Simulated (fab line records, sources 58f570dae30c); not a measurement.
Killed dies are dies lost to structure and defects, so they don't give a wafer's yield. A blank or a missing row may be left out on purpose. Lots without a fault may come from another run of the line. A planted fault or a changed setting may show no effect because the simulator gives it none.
One fault seen from 2 desks | flow berkeley_cmos170 | each desk has only its own numbers; what lay behind them comes last

THE METROLOGY DESK
What the gauges read, lot by lot, whatever tool the lot ran on: means of the sampled wafers that have a number. A lot is out of limits, marked OUT, if its mean lies more than 4 standard deviations from the usual mean; the brackets give that distance.
Columns: A = SPACER_TEOS_THK at UCB170_SPACER_THK_MEAS_01, usual 376 nm; B = PSD_TW at UCB170_PSD_TW_MEAS_10, usual 2362; C = NSD_RS at UCB170_SDANNEAL_RS_MEAS_03, usual 37.32 ohm/sq
lot  | first seen here | A   | B    | C
L753 | day 7 03:31     | 374 | 2357 | 37.39
L754 | day 7 19:07     | 375 | 2355 | 37.26
L755 | day 7 19:26     | 371 | 2360 | 37.17
L757 | day 8 10:07     | 375 | 2368 | 37.24
L756 | day 8 10:21     | 374 | 2371 | 37.41
L758 | day 8 10:44     | 376 | 2369 | 37.38
L759 | day 8 18:35     | 373 | 2356 | 37.31
L760 | day 8 18:40     | 375 | 2358 | 37.41
L762 | day 9 00:46     | 374 | 2343 | 37.27
L763 | day 9 00:48     | 373 | 2359 | 37.38
L761 | day 9 01:06     | 381 | 2367 | 37.35
L774 | day 12 00:46    | 378 | 2358 | 37.44
L776 | day 12 17:46    | 380 | 2360 | 37.23
This desk's finding: nothing out of limits on any of the 13 lots.

THE TOOL OWNER'S DESK: rie_metal-01
The tool's own readings at UCB170_M1_METAL_ETCH_12 (etches Al in Cl2/BCl3, stops on PSG, target depth 780 nm, time 124.5 s): means of the sampled wafers that have a number, for each lot that ran on this tool. A lot is out of limits, marked OUT, if its mean lies more than 4 standard deviations from the usual mean; the brackets give that distance.
Columns: A = bcl3_flow_sccm at UCB170_M1_METAL_ETCH_12, usual 45.01 sccm; B = bias_w at UCB170_M1_METAL_ETCH_12, usual 120.0 W; C = drypump_motor_current_A at UCB170_M1_METAL_ETCH_12, usual 5.9 A; D = oes_product_au at UCB170_M1_METAL_ETCH_12, usual 0.870 a.u.; E = throttle_valve_pct at UCB170_M1_METAL_ETCH_12, usual 24.38 %
lot  | first seen here | A     | B               | C   | D     | E
L755 | day 8 14:19     | 44.98 | 120.0           | 5.5 | 0.883 | 24.34
L757 | day 9 03:34     | 45.13 | 120.2           | 5.5 | 0.889 | 24.34
L760 | day 9 17:55     | 44.97 | 119.9           | 5.5 | 0.883 | 24.34
L774 | day 12 18:11    | 45.07 | 134.4 (+42) OUT | 5.5 | 0.884 | 24.33
This desk's finding: out of limits on L774; first on L774, day 12 18:11 (bias_w at UCB170_M1_METAL_ETCH_12). In limits: L755, L757, L760.

PUT TOGETHER
The tool owner's desk could have raised an alarm at day 12 18:11, on L774.
The metrology desk saw nothing out of limits.
The metrology desk has L774 on record, within its limits.
Of the lots named, all ran UCB170_M1_METAL_ETCH_12 on rie_metal-01.

WHAT THE SIMULATOR HAD PUT IN
Process parameter drift: rie_metal-01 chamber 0, from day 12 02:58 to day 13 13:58, at UCB170_M1_METAL_ETCH_12. Setting bias_w, moved by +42, from 120. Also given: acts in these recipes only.
Lots struck among those shown: L774.
Hours from the fault's start to each desk's first reading out of limits: the tool owner's desk, 15.
